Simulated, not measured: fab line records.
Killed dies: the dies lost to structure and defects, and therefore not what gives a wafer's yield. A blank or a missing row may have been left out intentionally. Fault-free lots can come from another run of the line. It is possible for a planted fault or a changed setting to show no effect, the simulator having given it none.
fab line records    flow rit-cmos
record lots=7  wafers=21  last-day=7
route steps=202 shown ACTIVE@1 FOX1@20 FOX2@23 M1@202
lots untouched by any fault: they come from a run of this same line in which no faults occurred
start-h: hours from the record's first day to the start of the lot's first wafer shown    wait-h: hours since the lot's step before    " the same as in the row above    L1.1+2: a row that stands for several wafers    - value missing, or start not given    * or withheld: withheld    < > ~ a bound
route shown NAME@n: NAME is a module with steps in the file, n the number in the route of the first one    usual: the fault-free wafers' mean and standard deviation    same: alike in all rows    chamber/n: place in a boat    sites: per-site readings    _std_site: the standard deviation of these    _edge_site: the outer-site mean with the inner-site mean subtracted    radius-mm: how far each site lies from the wafer's centre    mask NAME#n: copy n    behind: the most recent tool/chamber to have shaped the wafer    hold: the reason the lot was held/the length of the hold in hours/how it ended    device: the n, p or np transistor that did not switch    end of line: tests run on the same wafers once the route is complete    a step with no rows: only its recipe    killed: at the first sort, the dies lost to defects and structure; wafer yield is something else    map: per-die view of a wafer (x killed, . not killed, _ where there is no die)
set.NAME: the run value of the setting; set.NAME@STEP: its run value at that earlier step    model.NAME: the simulator's own value behind a step, which no gauge read
certain route steps with their lots: each step a table, each wafer a row
services: when a tool's chamber went out of use (start-h, in hours from the record's first day, below 0 if earlier), for how many hours, and the reason
## steps
# step RIT_ACTIVE_BOW_MEAS_00
# recipe mode=bow
# usual INCOMING_BOW=0/6.4
lot.wafer  tool           chamber  start-h  wait-h  INCOMING_BOW[um]
L759.3     film-metro-04  -        50.04    -       6
L759.4     "              -        "        "       -1
L759.5     "              -        "        "       -9
L761.1     film-metro-03  -        60.00    -       -9
L761.2     "              -        "        "       -5
L761.6     "              -        "        "       -9
L763.3     film-metro-02  -        70.04    -       -1
L763.4     "              -        "        "       -2
L763.5     "              -        "        "       -3
L764.4     film-metro-04  -        75.06    -       4
L764.5     "              -        "        "       -7
L764.6     "              -        "        "       14
L765.3     film-metro-04  -        80.04    -       6
L765.4     "              -        "        "       -4
L765.5     "              -        "        "       5
L766.2     film-metro-04  -        85.02    -       -5
L766.5     "              -        "        "       -7
L766.6     "              -        "        "       -2
L768.1     film-metro-02  -        95.00    -       -5
L768.2     "              -        "        "       2
L768.5     "              -        "        "       7
# step RIT_ACTIVE_OXIDATION_01
# recipe temp-c=1000  ambient=O2  target-thk-a=468  ox-time-s=3360
# usual spike-tc-centre-C=1002.7/1.4  spike-tc-load-C=1028.3/1.2  spike-tc-source-C=1023.8/1.2  tube-center-temp-C=999.99/0.096  tube_center_temp_C_max=1002.6/0.39
lot.wafer  tool        chamber  start-h  wait-h  spike-tc-centre-C  spike-tc-load-C  spike-tc-source-C  tube-center-temp-C  tube_center_temp_C_max  model.SiO2_of_ACTIVE_OXIDATION_01.thk-nm
L759.3     furnace-01  0        50.82    0.8     1001.0             1030.6           1023.9             999.97              1002.6                  46.53
L759.4     "           0        "        "       1003.0             1028.3           1025.7             1000.1              1002.3                  46.53
L759.5     "           0        "        "       1001.5             1029.1           1023.7             1000                1002.7                  46.88
L761.1     furnace-03  0        60.35    0.3     1005.7             1028.4           1022.6             1000                1002.3                  46.92
L761.2     "           0        "        "       1003.0             1028.0           1022.9             1000                1002.3                  46.62
L761.6     "           0        "        "       1005.1             1030.2           1023.3             999.98              1002.6                  47.49
L763.3     furnace-03  0        70.17    0.1     1004.6             1028.7           1025.7             1000.1              1003.2                  46.87
L763.4     "           0        "        "       1005.7             1029.2           1022.2             999.84              1002.0                  46.67
L763.5     "           0        "        "       1003.7             1028.9           1023.5             1000.2              1003.0                  47.25
L764.4     furnace-03  0        77.67    2.6     978.3              1003.9           998.2              974.96              977.2                   37.34
L764.5     "           0        "        "       978.3              1001.9           999.7              975.05              977.2                   36.48
L764.6     "           0        "        "       977.7              1002.9           999.0              975.05              977.4                   37.98
L765.3     furnace-03  0        80.91    0.9     979.6              1003.3           999.1              975.06              979.3                   37.86
L765.4     "           0        "        "       976.6              1004.9           1000.0             974.99              977.2                   37.12
L765.5     "           0        "        "       976.9              1002.9           997.5              975.16              977.8                   38.69
L766.2     furnace-03  0        89.16    4.1     978.1              1004.1           998.3              974.95              977.6                   38.59
L766.5     "           0        "        "       977.0              1002.9           996.9              975.16              978.4                   37.8
L766.6     "           0        "        "       977.9              1004.4           999.0              974.83              977.4                   37.24
L768.1     furnace-04  0        96.90    1.9     1003.0             1027.3           1023.1             999.93              1003.0                  46.06
L768.2     "           0        "        "       1001.9             1027.8           1022.2             999.95              1001.8                  45.96
L768.5     "           0        "        "       1003.7             1027.6           1023.5             999.95              1002.6                  46.64
# step RIT_ACTIVE_THK_MEAS_02
# recipe reads=SiO2_of_ACTIVE_OXIDATION_01
# usual ACTIVE_OXIDE_THK=47.0/0.84
lot.wafer  tool           chamber  start-h  wait-h  ACTIVE_OXIDE_THK[nm]
L759.3     film-metro-02  -        52.77    0.0     46.5
L759.4     "              -        "        "       46.5
L759.5     "              -        "        "       46.8
L761.1     film-metro-03  -        62.28    0.0     46.9
L761.2     "              -        "        "       46.6
L761.6     "              -        "        "       47.5
L763.3     film-metro-04  -        72.13    0.0     46.8
L763.4     "              -        "        "       46.7
L763.5     "              -        "        "       47.3
L764.4     film-metro-02  -        79.63    0.0     37.3
L764.5     "              -        "        "       36.5
L764.6     "              -        "        "       38.0
L765.3     film-metro-04  -        82.87    0.0     37.9
L765.4     "              -        "        "       37.1
L765.5     "              -        "        "       38.7
L766.2     film-metro-03  -        91.10    0.0     38.6
L766.5     "              -        "        "       37.8
L766.6     "              -        "        "       37.2
L768.1     film-metro-02  -        98.83    0.0     46.0
L768.2     "              -        "        "       46.0
L768.5     "              -        "        "       46.7
# step RIT_ACTIVE_CVD_03
# recipe material=Si3N4  target-thk-nm=150  temp-c=810  precursor=SiH2Cl2/NH3  time-s=1500  pressure-mtorr=300  sih2cl2-flow-sccm=60  nh3-flow-sccm=150
# step RIT_ACTIVE_THK_MEAS_04
# recipe reads=Si3N4_of_ACTIVE_CVD_03
# usual ACTIVE_NITRIDE_THK=149.9/1.3
lot.wafer  tool           chamber  start-h  wait-h  ACTIVE_NITRIDE_THK[nm]
L759.3     film-metro-03  -        54.25    0.0     149.9
L759.4     "              -        "        "       149.4
L759.5     "              -        "        "       150.7
L761.1     film-metro-03  -        63.76    0.0     148.2
L761.2     "              -        "        "       150.1
L761.6     "              -        "        "       149.9
L763.3     film-metro-03  -        73.60    0.0     148.3
L763.4     "              -        "        "       148.8
L763.5     "              -        "        "       149.4
L764.4     film-metro-03  -        81.11    0.0     149.8
L764.5     "              -        "        "       150.4
L764.6     "              -        "        "       150.7
L765.3     film-metro-03  -        84.34    0.0     151.6
L765.4     "              -        "        "       150.4
L765.5     "              -        "        "       151.2
L766.2     film-metro-03  -        92.58    0.0     150.7
L766.5     "              -        "        "       149.9
L766.6     "              -        "        "       148.9
L768.1     film-metro-03  -        100.31   0.0     148.3
L768.2     "              -        "        "       148.9
L768.5     "              -        "        "       148.9
# step RIT_ACTIVE_HMDS_05
# recipe prime-time-s=60  prime-temp-c=140
# step RIT_ACTIVE_COAT_06
# recipe resist=NOVOLAK  spin-rpm=3250  resist-thk-nm=1000
# step RIT_ACTIVE_SOFTBAKE_07
# recipe resist=NOVOLAK  temp-c=90  time-s=60
# step RIT_ACTIVE_EXPOSE_08
# recipe mask-id=M1  na=0.6  source-shape=conventional  sigma-outer=0.6  target-cd-nm=1400  dose-mj=225
# step RIT_ACTIVE_PEB_09
# recipe resist=NOVOLAK  temp-c=withheld  time-s=withheld
# step RIT_ACTIVE_DEVELOP_10
# recipe resist=NOVOLAK  develop-time-s=50  dev-temp-c=23.68
# step RIT_ACTIVE_CD_MEAS_11
# recipe target-cd-nm=1400
# usual cd-nm=1399.9/2.1
lot.wafer  tool       chamber  start-h  wait-h  cd-nm
L759.3     cd-sem-01  -        55.18    -       1398.4
L759.4     "          -        "        "       1395.9
L759.5     "          -        "        "       1398.0
L761.1     cd-sem-01  -        64.79    -       1402.8
L761.2     "          -        "        "       1402.3
L761.6     "          -        "        "       1401.1
L763.3     cd-sem-02  -        74.53    -       1399.2
L763.4     "          -        "        "       1400.2
L763.5     "          -        "        "       1401.0
L764.4     cd-sem-01  -        82.05    -       1403.4
L764.5     "          -        "        "       1403.3
L764.6     "          -        "        "       1404.5
L765.3     cd-sem-02  -        85.64    -       1400.1
L765.4     "          -        "        "       1399.3
L765.5     "          -        "        "       1399.1
L766.2     cd-sem-02  -        93.62    -       1396.3
L766.5     "          -        "        "       1396.9
L766.6     "          -        "        "       1395.7
L768.1     cd-sem-01  -        101.22   -       1397.5
L768.2     "          -        "        "       1402.3
L768.5     "          -        "        "       1402.0
# step RIT_ACTIVE_HARDBAKE_12
# recipe resist=NOVOLAK  temp-c=140  time-s=60
# step RIT_ACTIVE_ETCH_13
# recipe stop-on=SiO2  chemistry=SF6  target=Si3N4  time-s=210  over-etch-frac=0.4  SF6_flow_sccm=200  pressure-mtorr=260  rf-w=125  target-depth-a=2100
# usual drypump-motor-current-A=5.7/0.44  oes-product-au=0.816/0.012  throttle-valve-pct=7.52/0.12
lot.wafer  tool         chamber  start-h  wait-h  drypump-motor-current-A  oes-product-au  rf-hours-counter-h  throttle-valve-pct
L759.3     rie-diel-02  0        55.41    0.1     5.8                      0.815           38                  7.41
L759.4     "            0        "        "       5.8                      0.807           -                   7.41
L759.5     "            3        "        "       6.0                      0.822           -                   7.74
L761.1     rie-diel-02  0        65.06    0.1     5.8                      0.812           38                  7.41
L761.2     "            1        "        "       5.2                      0.831           70                  7.45
L761.6     "            2        "        "       5.3                      0.833           -                   7.34
L763.3     rie-diel-04  0        74.76    0.1     4.8                      0.813           78                  7.73
L763.4     "            2        "        "       6.3                      0.811           3                   7.53
L763.5     "            1        "        "       6.2                      0.807           -                   7.48
L764.4     rie-diel-01  3        82.26    0.1     6.1                      0.818           5                   7.54
L764.5     "            1        "        "       5.6                      0.807           -                   7.48
L764.6     "            2        "        "       5.9                      0.811           -                   7.51
L765.3     rie-diel-04  2        85.87    0.1     6.3                      0.819           3                   7.51
L765.4     "            0        "        "       4.8                      0.805           78                  7.73
L765.5     "            2        "        "       6.3                      0.823           -                   7.52
L766.2     rie-diel-04  2        93.87    0.1     6.4                      0.803           3                   7.53
L766.5     "            0        "        "       4.7                      0.813           -                   7.73
L766.6     "            1        "        "       6.2                      0.793           -                   7.49
L768.1     rie-diel-04  3        101.49   0.1     5.9                      0.809           130                 7.43
L768.2     "            0        "        "       4.8                      0.806           78                  7.73
L768.5     "            1        "        "       6.2                      0.791           -                   7.46
# step RIT_ACTIVE_STRIP_14
# recipe chemistry=O2  time-s=180  resist=NOVOLAK  platen-temp-c=withheld  power-w=500  pressure-mtorr=4000  o2-flow-sccm=4000
# usual drypump-motor-current-A=5.4/0.42
lot.wafer  tool             chamber  start-h  wait-h  drypump-motor-current-A  rf-hours-counter-h
L759.3     plasma-asher-01  1        55.60    0.1     4.9                      -
L759.4     "                0        "        "       5.0                      -
L759.5     "                1        "        "       4.9                      -
L761.1     plasma-asher-03  1        65.20    0.1     5.7                      26
L761.2     "                0        "        "       5.9                      26
L761.6     "                0        "        "       5.9                      -
L763.3     plasma-asher-04  1        74.95    0.1     5.3                      -
L763.4     "                0        "        "       6.0                      -
L763.5     "                1        "        "       5.3                      -
L764.4     plasma-asher-04  1        82.45    0.1     5.3                      -
L764.5     "                1        "        "       5.3                      -
L764.6     "                0        "        "       5.9                      -
L765.3     plasma-asher-04  1        86.06    0.1     5.3                      -
L765.4     "                0        "        "       6.0                      -
L765.5     "                1        "        "       5.3                      -
L766.2     plasma-asher-01  1        94.00    0.1     4.9                      44
L766.5     "                1        "        "       4.8                      -
L766.6     "                0        "        "       4.9                      -
L768.1     plasma-asher-01  1        101.62   0.1     4.8                      44
L768.2     "                0        "        "       5.0                      44
L768.5     "                1        "        "       4.8                      -
# step RIT_ACTIVE_CD_MEAS_90
# recipe target-cd-nm=1400
# usual cd-nm=1399.9/2.1
lot.wafer  tool       chamber  start-h  wait-h  cd-nm
L759.3     cd-sem-02  -        55.76    0.1     1398.1
L759.4     "          -        "        "       1396.2
L759.5     "          -        "        "       1398.3
L761.1     cd-sem-02  -        65.37    0.1     1403.0
L761.2     "          -        "        "       1402.3
L761.6     "          -        "        "       1400.6
L763.3     cd-sem-01  -        75.11    0.1     1399.2
L763.4     "          -        "        "       1400.6
L763.5     "          -        "        "       1401.4
L764.4     cd-sem-01  -        82.62    0.1     1403.0
L764.5     "          -        "        "       1403.7
L764.6     "          -        "        "       1404.0
L765.3     cd-sem-01  -        86.22    0.1     1400.4
L765.4     "          -        "        "       1399.1
L765.5     "          -        "        "       1399.0
L766.2     cd-sem-01  -        94.20    0.1     1396.2
L766.5     "          -        "        "       1396.8
L766.6     "          -        "        "       1396.2
L768.1     cd-sem-01  -        101.80   0.1     1397.4
L768.2     "          -        "        "       1402.5
L768.5     "          -        "        "       1401.6
# step RIT_ACTIVE_CLEAN_15
# recipe chemistry=SC1  mix=3:3:50  time-s=575.9  temp-c=75
# step RIT_ACTIVE_CLEAN_16
# recipe chemistry=dHF  dilution=50:1  time-s=30
# step RIT_ACTIVE_CLEAN_17
# recipe chemistry=SC2  mix=3:3:50  time-s=600  temp-c=75  dry=n2-spin
# step RIT_FOX1_OXIDATION_00
# recipe temp-c=1100  ambient=H2O  target-thk-a=3507  p-h2o-torr=720  ox-time-s=1130
# step RIT_FOX1_THK_MEAS_01
# recipe reads=SiO2_of_FOX1_OXIDATION_00
# usual FOX1_OXIDE_THK=353/7.1
lot.wafer  tool           chamber  start-h  wait-h  FOX1_OXIDE_THK[nm]
L759.3     film-metro-01  -        58.85    0.0     363
L759.4     "              -        "        "       372
L759.5     "              -        "        "       364
L761.1     film-metro-01  -        68.85    0.0     363
L761.2     "              -        "        "       363
L761.6     "              -        "        "       360
L763.3     film-metro-01  -        80.93    0.0     355
L763.4     "              -        "        "       351
L763.5     "              -        "        "       356
L765.3     film-metro-02  -        88.93    0.0     349
L765.4     "              -        "        "       354
L765.5     "              -        "        "       350
L764.4     film-metro-03  -        88.94    0.0     357
L764.5     "              -        "        "       358
L764.6     "              -        "        "       353
L766.2     film-metro-03  -        97.20    0.0     351
L766.5     "              -        "        "       354
L766.6     "              -        "        "       352
L768.1     film-metro-01  -        106.00   0.0     354
L768.2     "              -        "        "       352
L768.5     "              -        "        "       352
# step RIT_FOX1_WET_ETCH_02
# recipe chemistry=BOE  target-depth-nm=350  time-s=390  temp-c=21.5  dry=n2-spin  dilution=10:1  target=SiO2
# step RIT_FOX2_OXIDATION_00
# recipe temp-c=1100  ambient=H2O  target-thk-a=3507  p-h2o-torr=720  ox-time-s=1130
# step RIT_FOX2_THK_MEAS_01
# recipe reads=SiO2_of_FOX2_OXIDATION_00
# usual FOX2_OXIDE_THK=350/7.9
lot.wafer  tool           chamber  start-h  wait-h  FOX2_OXIDE_THK[nm]
L759.3     film-metro-01  -        60.37    0.0     357
L759.4     "              -        "        "       357
L759.5     "              -        "        "       359
L761.1     film-metro-01  -        71.08    0.0     345
L761.2     "              -        "        "       337
L761.6     "              -        "        "       343
L763.3     film-metro-01  -        84.20    0.0     347
L763.4     "              -        "        "       338
L763.5     "              -        "        "       344
L765.3     film-metro-01  -        93.50    0.0     348
L765.4     "              -        "        "       350
L765.5     "              -        "        "       359
L764.4     film-metro-04  -        93.51    0.0     355
L764.5     "              -        "        "       361
L764.6     "              -        "        "       361
L766.2     film-metro-03  -        99.54    0.0     347
L766.5     "              -        "        "       347
L766.6     "              -        "        "       348
L768.1     film-metro-04  -        111.37   0.0     354
L768.2     "              -        "        "       355
L768.5     "              -        "        "       355
# step RIT_FOX2_CLEAN_02
# recipe chemistry=dHF  dilution=50:1  time-s=180
# step RIT_FOX2_WET_ETCH_03
# recipe chemistry=H3PO4  target=Si3N4  target-depth-nm=195  temp-c=165  time-s=2700
lot.wafer  tool          chamber  start-h  wait-h  model.SiO2_of_ACTIVE_OXIDATION_01.thk-nm
L759.3     wet-bench-04  3        60.47    0.0     40.33
L759.4     "             3        "        "       40.34
L759.5     "             3        "        "       41.71
L761.1     wet-bench-01  1        71.20    0.0     40.74
L761.2     "             1        "        "       41.54
L761.6     "             1        "        "       41.25
L763.3     wet-bench-02  2        84.30    0.0     41.51
L763.4     "             2        "        "       41.34
L763.5     "             2        "        "       41.87
L764.4     wet-bench-04  3        93.60    0.0     33.13
L764.5     "             3        "        "       32.37
L764.6     "             3        "        "       33.39
L765.3     wet-bench-04  3        93.60    0.0     33.75
L765.4     "             3        "        "       33.1
L765.5     "             3        "        "       34.5
L766.2     wet-bench-02  3        99.64    0.0     34.42
L766.5     "             3        "        "       33.72
L766.6     "             3        "        "       33.21
L768.1     wet-bench-01  0        111.49   0.0     40.82
L768.2     "             0        "        "       40.76
L768.5     "             0        "        "       41.36
# step RIT_FOX2_THK_MEAS_90
# recipe reads=SiO2_of_FOX2_OXIDATION_00
# usual FIELD_OXIDE_LEFT_1_THK=323/7.9
lot.wafer  tool           chamber  start-h  wait-h  FIELD_OXIDE_LEFT_1_THK[nm]
L759.3     film-metro-04  -        61.25    0.0     329
L759.4     "              -        "        "       330
L759.5     "              -        "        "       332
L761.1     film-metro-03  -        71.96    0.0     318
L761.2     "              -        "        "       310
L761.6     "              -        "        "       315
L763.3     film-metro-01  -        85.15    0.0     319
L763.4     "              -        "        "       310
L763.5     "              -        "        "       317
L765.3     film-metro-03  -        95.14    0.0     322
L765.4     "              -        "        "       323
L765.5     "              -        "        "       332
L764.4     film-metro-01  -        95.15    0.0     328
L764.5     "              -        "        "       333
L764.6     "              -        "        "       334
L766.2     film-metro-04  -        100.41   0.0     320
L766.5     "              -        "        "       320
L766.6     "              -        "        "       322
L768.1     film-metro-01  -        112.25   0.0     327
L768.2     "              -        "        "       327
L768.5     "              -        "        "       328
# step RIT_M1_PROBE_99
# usual killed-at-contacts=0.1/0.25  killed-at-front-end=7/3.2  killed-dies=7/3.2  killed-open=3.5/2.2  killed-short=3.6/2.1
# same gross-dies=264  killed_at_M0_to_M3=0  killed_at_M4_up=0  killed-at-back-side=0  killed-at-other=0
lot.wafer  tool       chamber  start-h  wait-h  killed-at-contacts  killed-at-front-end  killed-dies  killed-open  killed-short
L759.3     prober-02  -        103.71   0.2     0                   8                    8            5            3
L759.4     prober-02  -        103.76   0.2     1                   9                    10           4            6
L759.5     prober-02  -        103.81   0.2     0                   7                    7            3            4
L761.1     prober-02  -        119.99   0.1     0                   6                    6            4            2
L761.2     prober-02  -        120.04   0.1     0                   9                    9            4            5
L761.6     prober-02  -        120.24   0.2     1                   4                    5            3            2
L763.3     prober-02  -        134.95   0.2     0                   12                   12           2            10
L763.4     prober-02  -        135.00   0.2     0                   5                    5            1            4
L763.5     prober-02  -        135.05   0.2     0                   4                    4            2            2
L764.4     prober-01  -        140.41   0.2     0                   8                    8            4            4
L764.5     prober-01  -        140.46   0.2     0                   5                    5            3            2
L764.6     prober-01  -        140.51   0.2     0                   5                    5            2            3
L765.3     prober-02  -        141.86   0.2     0                   7                    7            1            6
L765.4     prober-02  -        141.91   0.2     0                   12                   12           5            7
L765.5     prober-02  -        141.96   0.2     1                   6                    7            3            4
L766.2     prober-01  -        143.55   0.1     1                   12                   13           7            6
L766.5     prober-01  -        143.70   0.2     0                   3                    3            3            0
L766.6     prober-01  -        143.75   0.2     0                   3                    3            3            0
L768.1     prober-01  -        158.41   0.1     0                   4                    4            0            4
L768.2     prober-01  -        158.46   0.1     0                   2                    2            2            0
L768.5     prober-01  -        158.61   0.2     0                   7                    7            5            2
# killed by level:class
L759.3 GATE:geometric-particle:open=5 FOX1:geometric-particle:short=1 FOX2:geometric-particle:short=1 SPACER:geometric-particle:short=1
L759.4 SILICIDE:geometric-particle:short=3 GATE:geometric-particle:short=2 SILICIDE:geometric-particle:open=2 GATE:geometric-particle:open=1 SPACER:geometric-particle:short=1 CONTACT:geometric-particle:open=1
L759.5 GATE:geometric-particle:open=2 GATE:geometric-particle:short=2 SILICIDE:geometric-particle:short=2 REOX:geometric-particle:open=1
L761.1 FOX2:geometric-particle:short=1 FOX2:geometric-particle:open=1 GATE:geometric-particle:open=1 REOX:geometric-particle:open=1 SPACER:geometric-particle:open=1 SILICIDE:geometric-particle:short=1
L761.2 GATE:geometric-particle:open=4 FOX1:geometric-particle:short=2 FOX2:geometric-particle:short=1 GATE:geometric-particle:short=1 REOX:geometric-particle:short=1
L761.6 FOX1:geometric-particle:open=1 GATE:geometric-particle:short=1 REOX:geometric-particle:open=1 SILICIDE:geometric-particle:short=1 CONTACT:geometric-particle:open=1
L763.3 SILICIDE:geometric-particle:short=5 FOX2:geometric-particle:short=2 GATE:geometric-particle:short=2 FOX1:geometric-particle:short=1 GATE:geometric-particle:open=1 SPACER:geometric-particle:open=1
L763.4 GATE:geometric-particle:short=3 FOX1:geometric-particle:open=1 SPACER:geometric-particle:short=1
L763.5 GATE:geometric-particle:short=2 GATE:geometric-particle:open=1 SPACER:geometric-particle:open=1
L764.4 SPACER:geometric-particle:short=3 GATE:geometric-particle:open=2 FOX1:geometric-particle:open=1 GATE:geometric-particle:short=1 REOX:geometric-particle:open=1
L764.5 FOX1:geometric-particle:open=1 FOX2:geometric-particle:open=1 REOX:geometric-particle:short=1 SPACER:geometric-particle:open=1 SILICIDE:geometric-particle:short=1
L764.6 SPACER:geometric-particle:short=2 FOX1:geometric-particle:open=1 GATE:geometric-particle:short=1 SPACER:geometric-particle:open=1
L765.3 GATE:geometric-particle:short=4 FOX1:geometric-particle:open=1 REOX:geometric-particle:short=1 SILICIDE:geometric-particle:short=1
L765.4 FOX1:geometric-particle:short=2 FOX1:geometric-particle:open=2 SILICIDE:geometric-particle:short=2 FOX2:geometric-particle:short=1 FOX2:geometric-particle:open=1 REOX:geometric-particle:short=1 SPACER:geometric-particle:short=1 SPACER:geometric-particle:open=1
L765.5 GATE:geometric-particle:short=2 GATE:geometric-particle:open=2 FOX2:geometric-particle:short=1 REOX:geometric-particle:open=1 CONTACT:geometric-particle:short=1
L766.2 GATE:geometric-particle:open=4 GATE:geometric-particle:short=3 FOX1:geometric-particle:short=2 FOX2:geometric-particle:open=1 FOX2:geometric-particle:short=1 SPACER:geometric-particle:open=1 CONTACT:geometric-particle:open=1
L766.5 FOX1:geometric-particle:open=1 SPACER:geometric-particle:open=1 SILICIDE:geometric-particle:open=1
L766.6 FOX2:geometric-particle:open=1 GATE:geometric-particle:open=1 SILICIDE:geometric-particle:open=1
L768.1 FOX1:geometric-particle:short=2 GATE:geometric-particle:short=2
L768.2 SPACER:geometric-particle:open=2
L768.5 SPACER:geometric-particle:open=2 SPACER:geometric-particle:short=2 SILICIDE:geometric-particle:open=2 GATE:geometric-particle:open=1
## services
tool             chamber  start-h  hours  kind
rie-diel-01      0        33.63    -      clean
rie-diel-01      0        33.63    16.7   scheduled-down
rie-diel-01      0        33.63    16.7   vent-cycle
plasma-asher-04  -        43.51    3.7    repair
rie-diel-02      2        47.65    16.1   repair
rie-diel-01      1        49.92    13.7   repair
plasma-asher-04  -        51.11    3.1    repair
rie-diel-01      2        52.35    3.6    repair
rie-diel-04      2        62.58    1.5    repair
plasma-asher-03  -        69.14    3.4    repair
plasma-asher-04  -        77.09    1.1    repair
rie-diel-01      -        84.90    2.8    pm
rie-diel-01      -        90.31    14.6   pm
rie-diel-04      3        103.86   3.8    repair
plasma-asher-04  -        108.75   9.0    pm
plasma-asher-04  0        108.75   9.0    vent-cycle
plasma-asher-04  1        108.75   9.0    vent-cycle
## key
first-sign step=RIT_ACTIVE_OXIDATION_01  reading=tube-center-temp-C  direction=down  sigmas=99+  usual=*  struck=*
effect step=RIT_ACTIVE_OXIDATION_01  reading=tube_center_temp_C_max  direction=down  sigmas=63  usual=*  struck=*
effect step=RIT_ACTIVE_THK_MEAS_02  reading=ACTIVE_OXIDE_THK  direction=down  sigmas=11  usual=47.0  struck=37.7
model-effect step=RIT_ACTIVE_OXIDATION_01  value=SiO2_of_ACTIVE_OXIDATION_01.thk-nm  without=47.35  struck=37.68
model-effect step=RIT_FOX2_WET_ETCH_03  value=SiO2_of_ACTIVE_OXIDATION_01.thk-nm  without=42.13  struck=33.51
met-at RIT_ACTIVE_OXIDATION_01
struck-wafers L764.4,L764.5,L764.6,L765.3,L765.4,L765.5,L766.2,L766.5,L766.6
tester-left-out L764,L765,L766
onset-between 70.17 77.67
fault kind=process-parameter-drift  tool=furnace-03  chamber=-  onset-h=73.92  steps=RIT_ACTIVE_OXIDATION_01  channel=temp-c  offset=*  shape=step  end-h=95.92  acts-in=*  stated=*
# tester-left-out: of these lots the tester's yield and bins aren't shown, on N5 and GAA mostly nor the transistor test; their killed dies are dies lost to structure and defects alone, not to doping, threshold or leakage, so they don't give the yield
